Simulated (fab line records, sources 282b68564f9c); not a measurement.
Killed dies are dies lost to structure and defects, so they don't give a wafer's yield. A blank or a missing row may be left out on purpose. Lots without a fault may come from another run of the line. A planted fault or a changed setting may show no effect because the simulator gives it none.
Chamber matching | flow rit_cmos | RIT_GATE_ETCH_19 on rie_si-02: 4 sister chambers
The step etches poly-Si in SF6/CHF3/O2, stops on SiO2, time 165 s, target depth 312.5 nm. 16 wafers are shown with their chamber, then 8 later ones without.

WAFERS WITH THEIR CHAMBER
wafer  | chamber | drypump_motor_current_A (A) | throttle_valve_pct (%) | oes_product_au (a.u.)
L858.2 | 0       | 6.2                         | 10.26                  | 0.837
L858.3 | 3       | 5.7                         | 10.22                  | 0.882
L858.6 | 0       | 6.2                         | 10.25                  | 0.845
L862.4 | 1       | 6.5                         | 10.40                  | 0.858
L862.5 | 3       | 5.8                         | 10.25                  | 0.859
L862.6 | 0       | 6.2                         | 10.27                  | 0.836
L866.1 | 3       | 5.8                         | 10.23                  | 0.874
L866.2 | 2       | 6.1                         | 10.36                  | 0.865
L866.5 | 2       | 6.0                         | 10.36                  | 0.860
L867.1 | 2       | 6.0                         | 10.38                  | 0.875
L867.2 | 3       | 5.8                         | 10.22                  | 0.868
L867.6 | 2       | 6.0                         | 10.35                  | 0.878
L874.1 | 2       | 6.0                         | 10.37                  | 0.864
L874.4 | 3       | 5.8                         | 10.22                  | 0.860
L874.6 | 1       | 6.5                         | 10.39                  | 0.852
L876.3 | 0       | 6.2                         | 10.26                  | 0.835

SIGNATURES (means of the wafers above)
reading                 | chamber 0 | chamber 1 | chamber 2 | chamber 3 | scatter within a chamber
drypump_motor_current_A | 6.200     | 6.500     | 6.020     | 5.780     | 0.0365
throttle_valve_pct      | 10.2600   | 10.3950   | 10.3640   | 10.2280   | 0.011
oes_product_au          | 0.83825   | 0.85500   | 0.86840   | 0.86860   | 0.0076
Rule: a wafer's distance from a chamber is the root of the sum, over the readings, of the square of ((its reading less the chamber's mean) divided by the reading's scatter). The wafer belongs to the nearest chamber; if the next one is less than 2 further off, it can't be placed. The scatter: the root of (the sum of the squares of (reading less its chamber's mean) over the shown wafers, divided by (wafers less chambers)).

WAFERS WITHOUT THEIR CHAMBER
wafer  | drypump_motor_current_A (A) | throttle_valve_pct (%) | oes_product_au (a.u.)
L876.4 | 5.8                         | 10.21                  | 0.868
L876.5 | 6.5                         | 10.39                  | 0.865
L878.1 | 5.7                         | 10.22                  | 0.865
L878.3 | 6.2                         | 10.25                  | 0.852
L878.6 | 6.5                         | 10.39                  | 0.861
L880.1 | 5.7                         | 10.21                  | 0.864
L880.2 | 6.5                         | 10.39                  | 0.852
L880.3 | 6.3                         | 10.24                  | 0.847

WHICH CHAMBER EACH WENT THROUGH
wafer  | from the rows above | in truth
L876.4 | 3                   | 3
L876.5 | 1                   | 1
L878.1 | 3                   | 3
L878.3 | 0                   | 0
L878.6 | 1                   | 1
L880.1 | 3                   | 3
L880.2 | 1                   | 1
L880.3 | 0                   | 0
Placed correctly: 8 of 8. Can't be placed from these rows: 0. Placed wrongly: 0.
